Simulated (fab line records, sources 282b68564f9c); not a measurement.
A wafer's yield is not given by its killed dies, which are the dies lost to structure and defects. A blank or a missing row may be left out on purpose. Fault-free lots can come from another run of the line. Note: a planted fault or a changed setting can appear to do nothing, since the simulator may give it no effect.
A struck lot beside a sound one || flow rit_cmos || 16 out of 202 route steps
Sound: the wafers L136.1, L136.2, L136.3. The struck wafers were L141.2, L141.3, L141.5. The cause comes at the end.
Per side, at each step with rows, come the tool, then ch with its chambers, and then its first start. Under that, the readings that differ: sound wafers || struck wafers || difference of the means || sigmas: that difference in standard deviations of wafers without a fault.
alike: words and numbers the same on both sides, and readings whose means are apart by under 2 such deviations; not compared: readings that were withheld, readings missing a value for some wafer, numbers with overlapping values and no deviation given by the record, and bounds like >300 which may hide the same value.
A row with sigmas, a row that says differs or no value, or rows on one side alone: a step with any of these is where the two part. When numbers do not overlap yet have no deviation, they are printed without sigmas and do not part them. A reading missing from all wafers of one side parts the sides only when that side holds two or more wafers.

RIT_ACTIVE_BOW_MEAS_00:
  struck on film_metro-02, day 2 11:01; sound on film_metro-02, day 1 10:00
  alike: INCOMING_BOW
then, 1 step without rows for these wafers: RIT_ACTIVE_OXIDATION_01 (target thk 46.8 nm, ox time 3360 s).
RIT_ACTIVE_THK_MEAS_02:
  struck on film_metro-02, day 2 16:13; sound on film_metro-03, day 1 12:08
  alike: ACTIVE_OXIDE_THK
then, 1 step without rows for these wafers: RIT_ACTIVE_CVD_03 (deposits Si3N4 from SiH2Cl2/NH3, target thk 150 nm, time 1500 s).
RIT_ACTIVE_THK_MEAS_04:
  struck on film_metro-03, day 2 17:42; sound on film_metro-02, day 1 13:37
  alike: ACTIVE_NITRIDE_THK
then, 1 step without rows for these wafers: RIT_ACTIVE_HMDS_05 (prime time 60 s).
RIT_ACTIVE_COAT_06: resist thk 1000 nm.
  sound on litho_track-01 ch 0, day 1 13:49; struck on litho_track-01 ch 0, day 2 17:55
{"reading": "spin_speed_rpm (rpm)", "sound": "3249.7 3247.9 3247.4", "struck": "3472.2 3470.7 3475.9", "difference": "+224.6", "sigmas": "+99 or more"}
{"reading": "model.NOVOLAK_of_ACTIVE_COAT_06.thk_nm (nm)", "sound": "1002 1000 1001", "struck": "967.3 969.4 968", "difference": -32.8, "sigmas": ""}
  alike: exhaust_pa, resist_line_temp_C
then, 4 steps without rows for these wafers: RIT_ACTIVE_SOFTBAKE_07 (time 60 s); RIT_ACTIVE_EXPOSE_08 (exposes mask M1, target cd 1400 nm); RIT_ACTIVE_PEB_09; RIT_ACTIVE_DEVELOP_10 (develop time 50 s).
RIT_ACTIVE_CD_MEAS_11 targets a cd of 1400 nm.
  struck on cd_sem-01, day 2 18:44; sound on cd_sem-02, day 1 14:39
  alike: cd_nm
then, 1 step without rows for these wafers: RIT_ACTIVE_HARDBAKE_12 (time 60 s).
RIT_ACTIVE_ETCH_13: etches Si3N4 in SF6, stops on SiO2, time 210 s, target depth 210 nm.
  sound on rie_diel-03 ch 0,2,3, day 1 14:55; struck on rie_diel-04 ch 1,2,3, day 2 18:59
{"reading": "model.NOVOLAK_of_ACTIVE_COAT_06.thk_nm (nm)", "sound": "658.4 660.3 655.7", "struck": "625.8 630.3 625.7", "difference": -30.9, "sigmas": ""}
  alike: drypump_motor_current_A, oes_product_au, throttle_valve_pct
  not compared: rf_hours_counter_h
RIT_ACTIVE_STRIP_14: strips in O2, time 180 s.
  sound on plasma_asher-04 ch 0,1, day 1 15:03; struck on plasma_asher-04 ch 0, day 2 19:07
  alike: drypump_motor_current_A, rf_refl_power_W
  not compared: rf_hours_counter_h
-- the record jumps here: 2 days lie between the struck wafers' starts before and after (it left off in module ACTIVE and takes up again in module M1, whose first step shown is number 202 of the route) --
RIT_M1_PROBE_99:
  struck on prober-02, day 4 19:37; sound on prober-01, day 3 20:23
  alike: killed_at_contacts, killed_at_front_end, killed_dies, killed_open, killed_short

== WHERE THEY PART ==
RIT_ACTIVE_COAT_06 only, going by this record. Later steps at which nothing parts them and some readings are alike: RIT_ACTIVE_CD_MEAS_11, RIT_ACTIVE_ETCH_13, RIT_ACTIVE_STRIP_14, RIT_M1_PROBE_99.

WHY: the cause the simulator had injected
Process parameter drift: litho_track-01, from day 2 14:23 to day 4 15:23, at RIT_ACTIVE_COAT_06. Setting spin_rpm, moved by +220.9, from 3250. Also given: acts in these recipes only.
